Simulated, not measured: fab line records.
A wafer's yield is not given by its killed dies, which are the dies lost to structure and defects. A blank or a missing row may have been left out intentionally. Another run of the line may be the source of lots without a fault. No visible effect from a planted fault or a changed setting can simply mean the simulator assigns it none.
Problem report in the 8D (eight disciplines) form, filled by code || flow berkeley_cmos170 || the parts of the form that need people (team, actions taken, sign-off) are left out

## 1. THE ISSUE
A mean of 609.7 W is read at UCB170_SPACER_CVD_00 for rf_fwd_power_W, taken on 1 wafer of 1 lot, against 544.7 W (standard deviation 2.4) on wafers free of any fault. That puts it +27 standard deviations away from the usual mean.
The step: deposits SiO2 from TEOS/O2, target thk 376 nm, time 47 s.
Seen first at day 10 11:06 on pecvd-03, wafer L517.5. Wafers with a number at this step in the record: 15, from 5 lots. Rule for "out" (also "out of limits"): further than 4 standard deviations from the usual mean. All remaining wafers that have a number are taken as sound.

## 2. WHAT IT IS; WHAT IT IS NOT
{"question": "which readings at this step", "is": "rf_fwd_power_W", "is not": "heater_power_w"}
{"question": "which lots", "is": "L517", "is not": "L502, L512, L520, L524"}
{"question": "which wafers of those lots", "is": "L517.5", "is not": "L517.1, L517.6"}
{"question": "read on which tools", "is": "pecvd-03", "is not": "pecvd-04"}
{"question": "when", "is": "from day 10 11:06", "is not": "up to then (8 sound wafers); but 6 sound wafers of L520, L524 came after"}

## 3. THE SUSPECTS, EACH WITH WHAT RULES IT OUT
Counting: if a tool at a process step up to the reading ran every lot that is out, it stays a suspect. Sound lots after the first of them don't rule it out here, since some wafers of a struck lot are sound.
- plasma_asher-01 at UCB170_NLDD_STRIP_10 (strips in O2): kept. It ran the lot that is out, L517 (day 10 10:46); its last sound lot up to then is L502 (day 7 12:38).
- pecvd-03 at UCB170_SPACER_CVD_00 (deposits SiO2 from TEOS/O2, target thk 376 nm, time 47 s): kept. It ran the lot that is out, L517 (day 10 11:06); its last sound lot up to then is L512 (day 9 19:27). Its own rf_fwd_power_W readings are out on those wafers.
- The sound lot-mates ran in chamber 2 of pecvd-03 at UCB170_SPACER_CVD_00, but the wafers that are out ran in chamber 0.
Remaining after the count are plasma_asher-01 at UCB170_NLDD_STRIP_10 and pecvd-03 at UCB170_SPACER_CVD_00.

## 4. THE CAUSE (what the simulator had put in)
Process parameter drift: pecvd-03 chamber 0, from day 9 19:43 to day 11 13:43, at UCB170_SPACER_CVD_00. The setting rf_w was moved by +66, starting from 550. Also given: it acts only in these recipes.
After counting, 2 suspects remain, this tool included.

## 5. THE CHAIN OF EFFECTS, in route order
Each row: a reading whose mean over the struck wafers that have a number lies more than 3 standard deviations from the usual. Only readings for which the record gives a usual standard deviation are gone through. hours: the time from each lot's start at the first step in this table that gives one to its start at this step, as a median over the lots. sigmas: the change in usual standard deviations.
{"hours": 0, "step": "UCB170_SPACER_CVD_00", "reading": "rf_fwd_power_W", "usual": "544.7 W", "on struck wafers": 609.7, "change": "+65.0", "sigmas": "+27"}
Its process steps:
- UCB170_SPACER_CVD_00: deposits SiO2 from TEOS/O2, target thk 376 nm, time 47 s.
Later steps that measure or inspect, where all struck wafers having a row at the step show a number for every such reading and not one has moved that far: UCB170_SPACER_THK_MEAS_01.

## 6. HOW IT WOULD HAVE BEEN CAUGHT EARLIER
First out-of-limits reading in this record: day 10 11:06, which is 15 hours after fault onset at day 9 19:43.
